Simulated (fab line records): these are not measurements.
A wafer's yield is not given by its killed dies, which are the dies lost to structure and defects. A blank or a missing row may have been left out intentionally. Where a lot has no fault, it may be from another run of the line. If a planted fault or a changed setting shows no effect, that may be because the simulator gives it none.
What tool caused it?	flow berkeley-cmos170	14 lots with 42 wafers sampled at 2 steps, on a route of 331 steps

## WHAT EACH GAUGE READ, for each wafer
UCB170_GATE_THK_MEAS_02.
lot	measured	on	GATE_OXIDE_THK (nm)
L859	day 5 10:49	film-metro-01	6.70 6.54 6.70
L861	day 6 01:02	film-metro-02	6.63 6.65 6.64
L862	day 6 06:49	film-metro-01	6.62 6.58 6.68
L863	day 6 15:23	film-metro-02	6.55 6.62 6.57
L864	day 6 15:23	film-metro-04	6.50 6.58 6.57
L865	day 7 02:20	film-metro-02	6.77 6.76 6.68
L866	day 7 02:21	film-metro-01	6.62 6.65 6.60
L867	day 7 08:36	film-metro-04	6.52 6.52 6.46
L868	day 7 13:04	film-metro-04	8.77 8.88 8.74
L869	day 7 13:02	film-metro-01	8.77 8.95 8.83
L871	day 8 03:58	film-metro-01	6.70 6.63 6.70
L873	day 8 14:44	film-metro-01	6.52 6.42 6.56
L877	day 9 14:52	film-metro-02	6.53 6.67 6.60
L878	day 9 14:51	film-metro-01	6.87 6.95 6.84

## EACH LOT AND THE TOOL THAT RAN IT (in order: tool; ch and the chambers of the sampled wafers; start)
lot	UCB170_GATE_OXIDATION_01
L859	furnace-03 ch 0, day 5 09:18
L861	furnace-01 ch 0, day 5 23:32
L862	furnace-03 ch 0, day 6 05:18
L863	furnace-03 ch 0, day 6 13:53
L864	furnace-03 ch 0, day 6 13:53
L865	furnace-03 ch 0, day 7 00:50
L866	furnace-03 ch 0, day 7 00:50
L867	furnace-04 ch 0, day 7 07:06
L868	furnace-03 ch 0, day 7 11:32
L869	furnace-03 ch 0, day 7 11:32
L871	furnace-04 ch 0, day 8 02:27
L873	furnace-01 ch 0, day 8 13:14
L877	furnace-01 ch 0, day 9 13:21
L878	furnace-01 ch 0, day 9 13:21
- UCB170_GATE_OXIDATION_01: target thk 6.6 nm, ox time 1800 s.

## WHAT THE TOOLS THEMSELVES READ (means of the sampled wafers that have a number; where no wafer has one, the mark that the record gives instead)
UCB170_GATE_OXIDATION_01.
lot	tool	ox-temp-c (C)
L859	furnace-03	849.8
L861	furnace-01	850.1
L862	furnace-03	850.0
L863	furnace-03	849.9
L864	furnace-03	850.5
L865	furnace-03	850.1
L866	furnace-03	850.5
L867	furnace-04	850.2
L868	furnace-03	850.0
L869	furnace-03	850.0
L871	furnace-04	849.7
L873	furnace-01	850.5
L877	furnace-01	850.1
L878	furnace-01	850.1

## THE ANSWER, worked out from the rows above alone
Rule: the lots themselves supply what counts as usual. The widest of any qualifying gaps counts: lots, ordered by their means at a reading, are off when they make up no more than a third of the lots, leave a main group of 4 or more, and stand apart from it by 3 or more times the standard deviation of that group's means. Not used: any main group whose means are identical at the precision the tables above print for the reading. Also off: a lot with no number at a reading for which 4 or more lots have one. The other lots that the step has rows for count as sound. The gauges are gone through in route order, then the tools' own readings, and for those a lot's mean is taken as printed above. At the first step where some lot is off, the reading lying furthest off is the one used; lots without a number count as furthest.
Off: L868, L869, seen at UCB170_GATE_THK_MEAS_02 (GATE_OXIDE_THK). For the main group the mean is 6.63 nm and the standard deviation 0.1.
If a tool, at a process step before that reading, ran all the lots that are off and no sound lot after the first of them, it fits. The gauges at UCB170_GATE_THK_MEAS_02 are tried like those tools. One fits: UCB170_GATE_OXIDATION_01 on furnace-03. Its last sound lot is L865 (day 7 00:50), its first lot that is off L868 (day 7 11:32): a fault that began between those two fits.

## WHAT THE SIMULATOR PUT IN
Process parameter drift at UCB170_GATE_OXIDATION_01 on furnace-03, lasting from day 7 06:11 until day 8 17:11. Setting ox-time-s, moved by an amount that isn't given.
Lots struck among those shown: L869, L868. The same result came from the rule above.
